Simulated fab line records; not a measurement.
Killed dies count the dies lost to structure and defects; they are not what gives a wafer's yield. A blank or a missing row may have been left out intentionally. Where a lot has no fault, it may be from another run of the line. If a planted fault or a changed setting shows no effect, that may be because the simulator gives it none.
The tool behind it: which one? ; flow rit cmos ; 14 lots with 42 wafers sampled at 2 steps, on a route of 202 steps

WHAT THE GAUGES SHOWED, per wafer
The record lacks any reading of a measuring or inspecting step that a usual standard deviation could be used to judge.

WHAT TOOL EACH LOT RAN ON (gives the tool, then ch and the chambers of the sampled wafers, and finally the start)
lot;RIT_SDANNEAL_RTA_03;RIT_M1_PROBE_99
L925;rtp anneal-01 ch 0, day 3 07:37;-
L926;rtp anneal-02 ch 0, day 3 13:41;-
L929;rtp anneal-01 ch 0, day 4 03:48;prober-01, day 4 11:12
L930;rtp anneal-02 ch 0, day 4 08:36;prober-02, day 4 16:02
L931;rtp anneal-01 ch 0, day 4 15:04;prober-01, day 4 23:19
L932;rtp anneal-02 ch 0, day 4 21:46;prober-02, day 5 05:24
L933;rtp anneal-01 ch 0, day 5 01:43;-
L934;rtp anneal-02 ch 0, day 5 05:04;prober-02, day 5 12:52
L936;rtp anneal-02 ch 0, day 5 14:22;prober-02, day 5 23:09
L943;rtp anneal-01 ch 0, day 7 01:26;-
L945;rtp anneal-01 ch 0, day 7 07:13;-
L946;rtp anneal-02 ch 0, day 7 14:31;prober-01, day 7 21:51
L947;rtp anneal-01 ch 0, day 7 18:32;-
L948;rtp anneal-02 ch 0, day 8 01:37;-
- RIT_SDANNEAL_RTA_03: time 5 s.
- RIT_M1_PROBE_99

AS READ BY THE TOOLS THEMSELVES (means over the sampled wafers that have a number; for cases with no such wafer, the mark the record gives instead)
RIT_SDANNEAL_RTA_03. Usual: wafer_temp_C_max 1053.7, standard deviation 1.2.
lot;tool;wafer_temp_C_max;flag
L925;rtp anneal-01;1053.8;
L926;rtp anneal-02;1053.7;
L929;rtp anneal-01;1052.9;
L930;rtp anneal-02;1053.9;
L931;rtp anneal-01;1053.5;
L932;rtp anneal-02;1053.4;
L933;rtp anneal-01;1053.1;
L934;rtp anneal-02;1053.5;
L936;rtp anneal-02;1054.6;
L943;rtp anneal-01;1054.3;
L945;rtp anneal-01;1053.3;
L946;rtp anneal-02;1053.6;
L947;rtp anneal-01;1054.2;
L948;rtp anneal-02;1053.7;

RIT_M1_PROBE_99. Usual: killed at contacts 0.0, standard deviation 0.22; killed at front end 6.6, standard deviation 3; killed dies 6.6, standard deviation 3; killed on rim 1.8, standard deviation 1.4; killed open 3.4, standard deviation 2; killed short 3.2, standard deviation 2.
lot;tool;killed at contacts;killed at front end;killed dies;killed on rim;killed open;killed short;flag
L929;prober-01;0.0;6.0;6.0;1.0;3.3;2.7;
L930;prober-02;0.0;9.0;9.0;2.7;4.3;4.7;
L931;prober-01;0.0;7.0;7.0;1.7;4.0;3.0;
L932;prober-02;0.0;6.0;6.0;1.3;3.0;3.0;
L934;prober-02;0.0;4.3;4.3;2.3;1.3;3.0;
L936;prober-02;0.0;7.0;7.0;1.7;2.7;4.3;
L946;prober-01;0.0;4.0;4.0;0.7;1.7;2.3;

THE ANSWER, worked out from the rows above alone
Rule: lot off if the mean of its wafers having a number is beyond 3 standard deviations from the usual mean. A lot without any number at a reading at which 4 lots or more have one is off too. All remaining lots with rows at the step are treated as sound. After the gauges, taken in route order, come the tools' own readings; for these a lot's mean is taken, as printed above. At the first step where some lot is off, the reading lying furthest off is the one used; lots without a number count as furthest.
Nothing can be told from this: no lot is off at any reading shown.

WHAT THE SIMULATOR PUT IN
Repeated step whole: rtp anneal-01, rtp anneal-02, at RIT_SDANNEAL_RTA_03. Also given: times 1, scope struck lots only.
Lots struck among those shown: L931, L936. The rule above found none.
